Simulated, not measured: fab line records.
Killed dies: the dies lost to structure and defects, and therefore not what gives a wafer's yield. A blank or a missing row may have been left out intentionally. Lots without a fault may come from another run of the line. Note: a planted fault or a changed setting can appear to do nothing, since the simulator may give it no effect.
fab line records | flow berkeleyCmos170
[record] lots = 6 | wafers = 18 | lastDay = 13
route steps=331 shown M1@238 M3@331
lots that met no fault: from a run of the same line without faults
startH: hours from the record's opening day to when the first of the lot's shown wafers began | waitH: hours since the lot's step before | " repeats the value in the row above | L1.1+2: one row covering several wafers at once | - no value, or no start was given | * or withheld: withheld | < > ~ a bound
route shown NAME@n: names a module that has steps shown in the file, with the first one's number in the route | usual: average and standard deviation across the fault-free wafers | same: alike in all rows | chamber/n: place in a boat | sites: each site's reading | _std_site: standard deviation across them | _edge_site: mean of outer sites minus mean of inner sites | radiusMm: how far each site lies from the wafer's centre | mask NAME#n: copy n | behind: tool/chamber where the wafer was last shaped | hold: reason for holding the lot/hours on hold/outcome of the hold | device: whichever transistor did not switch (one of n, p or np) | end of line: tests run on the same wafers once the route is complete | a step without rows: its recipe alone | killed: count of dies lost to structure and defects at first sort (not the wafer's yield) | map: dies across one wafer; x = killed, . = not, _ = none there
set.NAME: the setting that was run; set.NAME@STEP: the one run at that earlier step | model.NAME: the simulator's own value behind a step, which no gauge read
certain route steps with their lots: each step a table, each wafer a row
services: from which hour (startH, from the record's first day; less than 0 if before it) a tool's chamber was out of use, for how many hours, and why
[[steps]]
[step UCB170_M1_SPUTTER_00]
[recipe] material = Al | targetThkNm = 600 | timeS = 80 | powerW = 6000 | chamberPressurePa = 0.5
[usual] throttleValvePct = 30.0/1.4
lot.wafer | tool          | chamber | startH | waitH | throttleValvePct
L720.4    | pvdSputter-04 | -       | 175.38 | 0.0   | 31.5
L720.5    | "             | -       | "      | "     | 31.9
L720.6    | "             | -       | "      | "     | 31.5
L728.1    | pvdSputter-03 | -       | 210.57 | 0.0   | 29.0
L728.3    | "             | -       | "      | "     | 29.4
L728.6    | "             | -       | "      | "     | 31.2
L732.2    | pvdSputter-03 | -       | 216.78 | 0.0   | 31.2
L732.4    | "             | -       | "      | "     | 29.3
L732.6    | "             | -       | "      | "     | 31.1
L733.1    | pvdSputter-01 | -       | 237.55 | 0.0   | 31.6
L733.4    | "             | -       | "      | "     | 28.7
L733.5    | "             | -       | "      | "     | 28.2
L737.1    | pvdSputter-04 | -       | 247.29 | 0.0   | 31.9
L737.3    | "             | -       | "      | "     | 29.0
L737.6    | "             | -       | "      | "     | 31.4
L742.1    | pvdSputter-04 | -       | 283.97 | 0.0   | 31.2
L742.4    | "             | -       | "      | "     | 31.9
L742.5    | "             | -       | "      | "     | 31.3
[step UCB170_M1_RS_MEAS_01]
[recipe] thkMeasGauge = four-point-probe | reads = Al_of_M1_SPUTTER_00
[usual] M1_AL_RS = 0.0487/0.00055
lot.wafer | tool         | chamber | startH | waitH | M1_AL_RS[ohm/sq]
L720.4    | filmMetro-03 | -       | 175.50 | 0.1   | 0.0478
L720.5    | "            | -       | "      | "     | 0.0481
L720.6    | "            | -       | "      | "     | 0.0476
L728.1    | filmMetro-03 | -       | 210.63 | 0.0   | 0.0479
L728.3    | "            | -       | "      | "     | 0.0484
L728.6    | "            | -       | "      | "     | 0.0479
L732.2    | filmMetro-03 | -       | 216.87 | 0.1   | 0.0484
L732.4    | "            | -       | "      | "     | 0.0486
L732.6    | "            | -       | "      | "     | 0.0483
L733.1    | filmMetro-01 | -       | 237.61 | 0.0   | 0.0483
L733.4    | "            | -       | "      | "     | 0.0487
L733.5    | "            | -       | "      | "     | 0.0485
L737.1    | filmMetro-04 | -       | 247.35 | 0.0   | 0.0487
L737.3    | "            | -       | "      | "     | 0.0486
L737.6    | "            | -       | "      | "     | 0.0483
L742.1    | filmMetro-01 | -       | 284.03 | 0.0   | 0.0486
L742.4    | "            | -       | "      | "     | 0.0483
L742.5    | "            | -       | "      | "     | 0.0478
[step UCB170_M1_THK_MEAS_02]
[recipe] thkMeasGauge = xrf | reads = Al_of_M1_SPUTTER_00
[usual] M1_AL_THK = 606/6.6
lot.wafer | tool         | chamber | startH | waitH | M1_AL_THK[nm]
L720.4    | filmMetro-03 | -       | 175.59 | 0.1   | 616
L720.5    | "            | -       | "      | "     | 614
L720.6    | "            | -       | "      | "     | 622
L728.1    | filmMetro-03 | -       | 210.75 | 0.1   | 612
L728.3    | "            | -       | "      | "     | 609
L728.6    | "            | -       | "      | "     | 614
L732.2    | filmMetro-03 | -       | 216.98 | 0.1   | 610
L732.4    | "            | -       | "      | "     | 612
L732.6    | "            | -       | "      | "     | 608
L733.1    | filmMetro-01 | -       | 237.73 | 0.1   | 610
L733.4    | "            | -       | "      | "     | 606
L733.5    | "            | -       | "      | "     | 606
L737.1    | filmMetro-04 | -       | 247.47 | 0.1   | 604
L737.3    | "            | -       | "      | "     | 603
L737.6    | "            | -       | "      | "     | 610
L742.1    | filmMetro-01 | -       | 284.15 | 0.1   | 611
L742.4    | "            | -       | "      | "     | 613
L742.5    | "            | -       | "      | "     | 620
[step UCB170_M1_COAT_03]
[recipe] resist = BARC | tempC = withheld | timeS = withheld | spinRpm = 3000 | resistThkNm = withheld
[step UCB170_M1_COAT_04]
[recipe] resist = KrF | spinRpm = 1500 | resistThkNm = 900
[step UCB170_M1_SOFTBAKE_05]
[recipe] resist = KrF | tempC = 130 | timeS = 60
[step UCB170_M1_EXPOSE_06]
[recipe] maskId = METAL1 | targetCdNm = 700 | na = 0.5 | sigmaOuter = 0.6 | sourceShape = conventional | doseMj = 21
[step UCB170_M1_PEB_07]
[recipe] pebTempC = 130 | pebTimeS = withheld | resist = KrF
[step UCB170_M1_DEVELOP_08]
[recipe] developer = TMAH | developTimeS = 45 | resist = KrF | devTempC = 21
[step UCB170_M1_CD_MEAS_09]
[recipe] targetCdNm = 700
[usual] cdNm = 700.2/1.5
lot.wafer | tool     | chamber | startH | waitH | cdNm
L720.4    | cdSem-01 | -       | 176.65 | -     | 702.2
L720.5    | "        | -       | "      | "     | 701.3
L720.6    | "        | -       | "      | "     | 702.9
L728.1    | cdSem-01 | -       | 211.92 | -     | 699.9
L728.3    | "        | -       | "      | "     | 701.5
L728.6    | "        | -       | "      | "     | 700.1
L732.2    | cdSem-01 | -       | 218.08 | -     | 700.1
L732.4    | "        | -       | "      | "     | 698.0
L732.6    | "        | -       | "      | "     | 698.4
L733.1    | cdSem-02 | -       | 239.34 | -     | 699.3
L733.4    | "        | -       | "      | "     | 698.8
L733.5    | "        | -       | "      | "     | 698.2
L737.1    | cdSem-01 | -       | 249.09 | -     | 704.4
L737.3    | "        | -       | "      | "     | 703.6
L737.6    | "        | -       | "      | "     | 703.6
L742.1    | cdSem-02 | -       | 285.05 | -     | 701.5
L742.4    | "        | -       | "      | "     | 702.7
L742.5    | "        | -       | "      | "     | 701.6
[step UCB170_M1_OVL_MEAS_10]
[usual] M1_OVL = 2/4.9
lot.wafer | tool       | chamber | startH | waitH | M1_OVL[nm]
L720.4    | overlay-01 | -       | 176.72 | 0.1   | 4
L720.5    | "          | -       | "      | "     | 1
L720.6    | "          | -       | "      | "     | 8
L728.1    | overlay-02 | -       | 212.04 | 0.1   | -2
L728.3    | "          | -       | "      | "     | -2
L728.6    | "          | -       | "      | "     | -7
L732.2    | overlay-02 | -       | 218.18 | 0.1   | 7
L732.4    | "          | -       | "      | "     | 3
L732.6    | "          | -       | "      | "     | 6
L733.1    | overlay-02 | -       | 239.46 | 0.1   | 5
L733.4    | "          | -       | "      | "     | 8
L733.5    | "          | -       | "      | "     | 7
L737.1    | overlay-02 | -       | 249.21 | 0.1   | 2
L737.3    | "          | -       | "      | "     | 3
L737.6    | "          | -       | "      | "     | 0
L742.1    | overlay-02 | -       | 285.17 | 0.1   | -1
L742.4    | "          | -       | "      | "     | 3
L742.5    | "          | -       | "      | "     | -7
[step UCB170_M1_ETCH_11]
[recipe] chemistry = N2/H2 | targetDepthA = withheld | overetchA = withheld | target = BARC | timeS = withheld | sourceW = 500 | biasW = 100 | pressureMtorr = 30 | n2FlowSccm = 100 | h2FlowSccm = 200
[usual] drypumpMotorCurrentA = 5.9/0.35 | oesProductAu = 0.992/0.022 | throttleValvePct = 13.25/0.18
lot.wafer | tool       | chamber | startH | waitH | drypumpMotorCurrentA | oesProductAu | throttleValvePct
L720.4    | rieDiel-02 | 2       | 176.74 | 0.0   | 5.4                  | 1.018        | 13.30
L720.5    | "          | 0       | "      | "     | 5.9                  | 0.978        | 13.13
L720.6    | "          | 3       | "      | "     | 6.3                  | 1.015        | 13.06
L728.1    | rieDiel-03 | 3       | 212.08 | 0.0   | 6.0                  | 0.940        | 13.35
L728.3    | "          | 1       | "      | "     | 5.3                  | 0.998        | 12.87
L728.6    | "          | 3       | "      | "     | 6.0                  | 0.945        | 13.35
L732.2    | rieDiel-03 | 0       | 218.21 | 0.0   | 5.9                  | 1.016        | 13.42
L732.4    | "          | 2       | "      | "     | 5.5                  | 1.011        | 13.46
L732.6    | "          | 0       | "      | "     | 6.0                  | 1.010        | 13.43
L733.1    | rieDiel-04 | 2       | 239.49 | 0.0   | 5.6                  | 0.973        | 13.15
L733.4    | "          | 1       | "      | "     | 6.4                  | 0.981        | 13.20
L733.5    | "          | 2       | "      | "     | 5.6                  | 0.981        | 13.13
L737.1    | rieDiel-04 | 1       | 249.25 | 0.0   | 6.3                  | 0.982        | 13.21
L737.3    | "          | 0       | "      | "     | 6.1                  | 1.017        | 13.28
L737.6    | "          | 3       | "      | "     | 6.2                  | 0.998        | 13.26
L742.1    | rieDiel-03 | 1       | 285.20 | 0.0   | 5.4                  | 1.000        | 12.88
L742.4    | "          | 0       | "      | "     | 5.9                  | 1.011        | 13.43
L742.5    | "          | 1       | "      | "     | 5.4                  | 1.003        | 12.86
[step UCB170_M1_METAL_ETCH_12]
[recipe] chemistry = Cl2/BCl3 | target = Al | stopOn = PSG | pressureMtorr = 12 | targetDepthA = 7800 | overEtchFrac = 0.3 | timeS = 130 | icpW = 600 | biasW = 120 | Cl2_flow_sccm = 90 | bcl3FlowSccm = 45
[usual] drypumpMotorCurrentA = 5.4/0.46 | heBacksideLeakSccm = 3.40/0.28 | oesProductAu = 0.859/0.014 | throttleValvePct = 24.42/0.26
lot.wafer | tool        | chamber | startH | waitH | drypumpMotorCurrentA | heBacksideLeakSccm | oesProductAu | rfHoursCounterH | throttleValvePct | model.KrF_of_M1_COAT_04.thkNm | model.M1.cdNm
L720.4    | rieMetal-04 | 1       | 176.83 | -     | 6.1                  | 3.39               | 0.860        | -               | 24.12            | 419.3                         | 699.1
L720.5    | "           | 0       | "      | "     | 5.6                  | 3.44               | 0.884        | -               | 24.91            | 413.3                         | 704
L720.6    | "           | 1       | "      | "     | 6.1                  | 3.41               | 0.867        | -               | 24.13            | 418.1                         | 700.1
L728.1    | rieMetal-01 | 1       | 212.12 | -     | 5.0                  | 3.29               | 0.887        | 7               | 24.31            | 451.7                         | 708.7
L728.3    | "           | 0       | "      | "     | 5.6                  | 3.46               | 0.854        | -               | 24.70            | 446.3                         | 703.7
L728.6    | "           | 0       | "      | "     | 5.6                  | 3.39               | 0.858        | -               | 24.72            | 445.4                         | 702.1
L732.2    | rieMetal-01 | 1       | 218.26 | -     | 5.0                  | 3.25               | 0.874        | 7               | 24.30            | 524.9                         | 712
L732.4    | "           | 1       | "      | "     | 4.9                  | 3.19               | 0.874        | -               | 24.32            | 524.7                         | 708.9
L732.6    | "           | 0       | "      | "     | 5.7                  | 3.40               | 0.851        | -               | 24.72            | 518.6                         | 705.8
L733.1    | rieMetal-01 | 0       | 239.54 | -     | 5.7                  | 3.44               | 0.863        | 6               | 24.72            | 527.5                         | 706.5
L733.4    | "           | 1       | "      | "     | 5.0                  | 2.96               | 0.864        | -               | 24.34            | 535.1                         | 711
L733.5    | "           | 1       | "      | "     | 5.0                  | 3.14               | 0.880        | -               | 24.32            | 536.3                         | 709.1
L737.1    | rieMetal-04 | 1       | 249.29 | -     | 6.1                  | 3.28               | 0.865        | 1               | 24.20            | 398                           | 701.7
L737.3    | "           | 0       | "      | "     | 5.6                  | 3.25               | 0.881        | -               | 24.91            | 415.2                         | 707.5
L737.6    | "           | 1       | "      | "     | 6.1                  | 3.23               | 0.875        | -               | 24.19            | 401.9                         | 699.6
L742.1    | rieMetal-04 | 1       | 285.25 | -     | 6.1                  | 3.28               | 0.858        | 2               | 24.19            | 408.8                         | 696.2
L742.4    | "           | 1       | "      | "     | 6.1                  | 3.42               | 0.871        | -               | 24.21            | 406.9                         | 698.1
L742.5    | "           | 0       | "      | "     | 5.6                  | 3.47               | 0.860        | -               | 24.57            | 422.6                         | 699.5
[step UCB170_M1_STRIP_13]
[recipe] chemistry = O2 | powerW = 400 | pressureMtorr = 3500 | platenTempC = withheld | o2FlowSccm = 400 | overashFraction = 0.5
[usual] drypumpMotorCurrentA = 5.6/0.45 | oesProductAu = 0.720/0.0047
lot.wafer | tool           | chamber | startH | waitH | drypumpMotorCurrentA | oesProductAu | rfHoursCounterH
L720.4    | plasmaAsher-02 | 1       | 176.95 | 0.1   | 4.7                  | 0.726        | -
L720.5    | "              | 1       | "      | "     | 4.7                  | 0.720        | -
L720.6    | "              | 0       | "      | "     | 5.5                  | 0.718        | -
L728.1    | plasmaAsher-04 | 0       | 212.26 | 0.1   | 5.8                  | 0.724        | 53
L728.3    | "              | 0       | "      | "     | 5.8                  | 0.715        | -
L728.6    | "              | 1       | "      | "     | 6.2                  | 0.728        | -
L732.2    | plasmaAsher-04 | 0       | 218.39 | 0.1   | 5.8                  | 0.722        | 53
L732.4    | "              | 0       | "      | "     | 5.7                  | 0.721        | -
L732.6    | "              | 0       | "      | "     | 5.7                  | 0.712        | -
L733.1    | plasmaAsher-04 | 1       | 239.67 | 0.1   | 6.1                  | 0.727        | 56
L733.4    | "              | 0       | "      | "     | 5.8                  | 0.724        | -
L733.5    | "              | 0       | "      | "     | 5.8                  | 0.721        | -
L737.1    | plasmaAsher-04 | 1       | 249.43 | 0.1   | 6.1                  | 0.718        | 57
L737.3    | "              | 1       | "      | "     | 6.1                  | 0.723        | -
L737.6    | "              | 1       | "      | "     | 6.1                  | 0.725        | -
L742.1    | plasmaAsher-02 | 1       | 285.38 | 0.1   | 4.8                  | 0.714        | 17
L742.4    | "              | 0       | "      | "     | 5.6                  | 0.711        | -
L742.5    | "              | 1       | "      | "     | 4.8                  | 0.721        | -
[step UCB170_M3_PROBE_99]
lot.wafer | tool      | chamber | startH | waitH | model.etest.m1CombOverSteps.overLimit | model.etest.ring.overLimit | model.etest.antennaM1.vtShiftV
L720.4    | prober-01 | -       | 192.92 | 0.2   | 0                                     | 0                          | -0.006923
L720.5    | prober-01 | -       | 192.97 | 0.2   | 0                                     | 0                          | -0.004941
L720.6    | prober-01 | -       | 193.02 | 0.2   | 0                                     | 0                          | -0.00341
L728.1    | prober-01 | -       | 225.08 | 0.1   | 0                                     | 0                          | -0.003321
L728.3    | prober-01 | -       | 225.18 | 0.2   | 0                                     | 0                          | -0.009511
L728.6    | prober-01 | -       | 225.33 | 0.2   | 0                                     | 0                          | -0.002631
L732.2    | prober-01 | -       | 232.01 | 0.1   | 1                                     | 1                          | -0.002232
L732.4    | prober-01 | -       | 232.11 | 0.2   | 1                                     | 1                          | -0.008286
L732.6    | prober-01 | -       | 232.21 | 0.2   | 0                                     | 0                          | 0.006474
L733.1    | prober-02 | -       | 252.35 | 0.1   | 1                                     | 1                          | -0.004234
L733.4    | prober-02 | -       | 252.50 | 0.2   | 1                                     | 1                          | -0.003135
L733.5    | prober-02 | -       | 252.55 | 0.2   | 1                                     | 1                          | 0.0008276
L737.1    | prober-02 | -       | 263.52 | 0.1   | 0                                     | 0                          | -0.01095
L737.3    | prober-02 | -       | 263.62 | 0.2   | 0                                     | 0                          | -0.008312
L737.6    | prober-02 | -       | 263.77 | 0.2   | 0                                     | 0                          | -0.01667
L742.1    | prober-01 | -       | 300.34 | 0.1   | 0                                     | 0                          | -0.008149
L742.4    | prober-01 | -       | 300.49 | 0.2   | 0                                     | 0                          | -0.01086
L742.5    | prober-01 | -       | 300.54 | 0.2   | 0                                     | 0                          | -0.004945
// killed by level:class
L720.4 START:geometricParticle:open=1 M1:geometricParticle:short=1 V1:geometricParticle:short=1 SPACER:areaEtchback=1
L720.5 GATE:geometricParticle:open=2 GATE:geometricParticle:short=1
L720.6 SACOX:geometricParticle:short=1 SACOX:geometricParticle:open=1 V2:geometricParticle:short=1
L728.3 START:geometricParticle:open=2 GATE:geometricParticle:short=1 SPACER:geometricParticle:open=1
L728.6 GATE:geometricParticle:open=1 SILICIDE:geometricParticle:open=1 CONTACT:geometricParticle:short=1 M3:geometricParticle:short=1
L737.1 WELLDRIVE:geometricParticle:short=1 SILICIDE:geometricParticle:short=1 SILICIDE:geometricParticle:open=1 V1:geometricParticle:open=1
L737.3 SACOX:geometricParticle:short=1 SILICIDE:geometricParticle:short=1 M1:geometricParticle:short=1
L737.6 SACOX:geometricParticle:open=1 SILICIDE:geometricParticle:short=1 V1:geometricParticle:short=1
L742.1 SILICIDE:geometricParticle:short=2 GATE:geometricParticle:open=1 SILICIDE:geometricParticle:open=1
L742.4 SACOX:geometricParticle:open=1 SPACER:geometricParticle:short=1 SPACER:geometricParticle:open=1 M2:geometricParticle:short=1 M3:geometricParticle:short=1
L742.5 GATE:geometricParticle:open=1 M3:geometricParticle:short=1
[[services]]
tool          | chamber | startH | hours | kind
pvdSputter-04 | -       | 164.46 | 5.5   | repair
rieDiel-02    | -       | 164.94 | 0.4   | repair
rieDiel-03    | 2       | 165.93 | 3.0   | repair
rieDiel-02    | 2       | 181.88 | -     | clean
rieDiel-02    | 2       | 181.88 | 27.5  | scheduledDown
rieDiel-02    | 2       | 181.88 | 27.5  | ventCycle
rieMetal-04   | 1       | 188.47 | -     | clean
rieMetal-04   | 1       | 188.47 | 19.5  | scheduledDown
rieMetal-04   | 1       | 188.47 | 19.5  | ventCycle
rieDiel-02    | -       | 227.11 | 0.3   | repair
rieDiel-04    | 2       | 245.59 | 2.1   | repair
rieDiel-04    | -       | 253.59 | 1.8   | repair
rieMetal-04   | 0       | 256.84 | -     | clean
rieMetal-04   | 0       | 256.84 | 16.5  | scheduledDown
rieMetal-04   | 0       | 256.84 | 16.5  | ventCycle
[[key]]
firstSign none at tools or gauges
[modelEffect] step = UCB170_M1_METAL_ETCH_12 | value = KrF_of_M1_COAT_04.thkNm | without = 439.2 | struck = 527.9
[modelEffect] step = UCB170_M3_PROBE_99 | value = etest.m1CombOverSteps.overLimit | without = 0 | struck = 1
metAt UCB170_M1_METAL_ETCH_12
struckWafers L732.2,L732.4,L732.6,L733.1,L733.4,L733.5
sortLeftOut L732.2,L732.4,L732.6,L733.1,L733.4,L733.5
onsetBetween 212.12 218.26
[fault] kind = processParameterDrift | tool = rieMetal-01 | chamber = - | onsetH = 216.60 | steps = UCB170_M1_METAL_ETCH_12 | channel = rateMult | offset = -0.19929 | shape = step | endH = 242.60
// sortLeftOut: the simulated sort isn't trusted on such a fault, so these wafers' sort isn't shown, and their yield isn't known
